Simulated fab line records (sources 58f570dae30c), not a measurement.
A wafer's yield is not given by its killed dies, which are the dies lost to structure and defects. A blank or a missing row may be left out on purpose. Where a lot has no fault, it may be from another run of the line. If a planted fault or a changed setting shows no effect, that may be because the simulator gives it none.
8D (eight disciplines) problem report, filled in by code	flow berkeley-cmos170	the parts of the form that need people (team, actions taken, sign-off) are left out

## 1. WHAT WENT WRONG
Mean PFIELD_TW at UCB170_PFIELD_TW_MEAS_09: 589.8 over 8 wafers in 3 lots; fault-free wafers: 602.5, standard deviation 2.5. Relative to the usual mean, that is a shift of -5.1 standard deviations.
First observed at day 5 15:44: wafer L287.4, on film-metro-01. At this step, 44 wafers from 15 lots have a number in the record. Rule for "out" (also "out of limits"): further than 4 standard deviations from the usual mean. All remaining wafers that have a number are taken as sound.

## 2. WHAT IT IS, WHAT IT ISN'T
question	is	is not
which readings at this step	PFIELD_TW	-
which lots	L287, L289, L291	L281, L282, L283, L284, L285, L286, L292, L296, L297, L302, L303, L304
which wafers of those lots	all that have a number	-
read on which gauges	film-metro-01, film-metro-03	film-metro-02
when	from day 5 15:44	up to then (18 sound wafers); but 18 sound wafers of L292, L296, L297, L302, L303, L304 came after

## 3. THE SUSPECTS, EACH WITH WHAT RULES IT OUT
Counting: a tool at a process step up to the reading stays a suspect if it ran every lot that is out and no sound lot after the first of them.
- ruled out: the gauge at UCB170_PFIELD_TW_MEAS_09. Those wafers that are out were read across 2 gauges (film-metro-01, film-metro-03).
- implanter-01 at UCB170_PFIELD_IMPLANT_07: kept. Every lot that is out went through it, starting with L287 (day 5 15:31), and after that it ran no sound lot; the last sound lot it ran before then is L286 (day 5 12:41). Its own readings are out on those wafers: dose-ions-cm2.
Left after counting: implanter-01 at UCB170_PFIELD_IMPLANT_07.

## 4. THE CAUSE (what the simulator had put in)
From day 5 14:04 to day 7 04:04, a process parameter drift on implanter-01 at UCB170_PFIELD_IMPLANT_07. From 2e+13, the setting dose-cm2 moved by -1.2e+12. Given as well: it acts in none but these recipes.
Counting left only this tool.

## 5. SEQUENCE OF EFFECTS, ordered by route
Each row: a reading where the mean over the struck wafers with a number is more than 3 standard deviations away from the usual. Readings are gone through only where the record gives a usual standard deviation; hours: the median, over the lots, of the time from a lot's start at the first step in this table giving one to that lot's start at this step; sigmas: the change measured in usual standard deviations.
hours	step	reading	usual	on struck wafers	change	sigmas
0	UCB170_PFIELD_IMPLANT_07	dose-ions-cm2	1.9998e+13	1.8792e+13	-1.2058e+12	-60
0	UCB170_PFIELD_IMPLANT_07	faraday-current-uA	63.5	59.0	-4.5	-3.5
0	UCB170_PFIELD_TW_MEAS_09	PFIELD_TW	602.5	589.8	-12.7	-5.1
It contains these process steps:
- UCB170_PFIELD_IMPLANT_07
Later steps that measure or inspect, where all struck wafers having a row at the step show a number for every such reading and not one has moved that far: UCB170_PSD_TW_MEAS_10.

## 6. HOW IT WOULD HAVE BEEN CAUGHT EARLIER
Counted from the fault's start at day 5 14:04, it took 2 hours until the first out-of-limits reading at a measuring or inspecting step in this record, taken at day 5 15:44.
Tool's own readings at UCB170_PFIELD_IMPLANT_07, dose-ions-cm2: out on all struck wafers the step has rows for; an alarm limit on them would have tripped on the first.
Among the 3 lots that are out, L289, L291 began UCB170_PFIELD_IMPLANT_07 on implanter-01 after day 5 15:44. A hold on the tool at that time would have spared those 2.
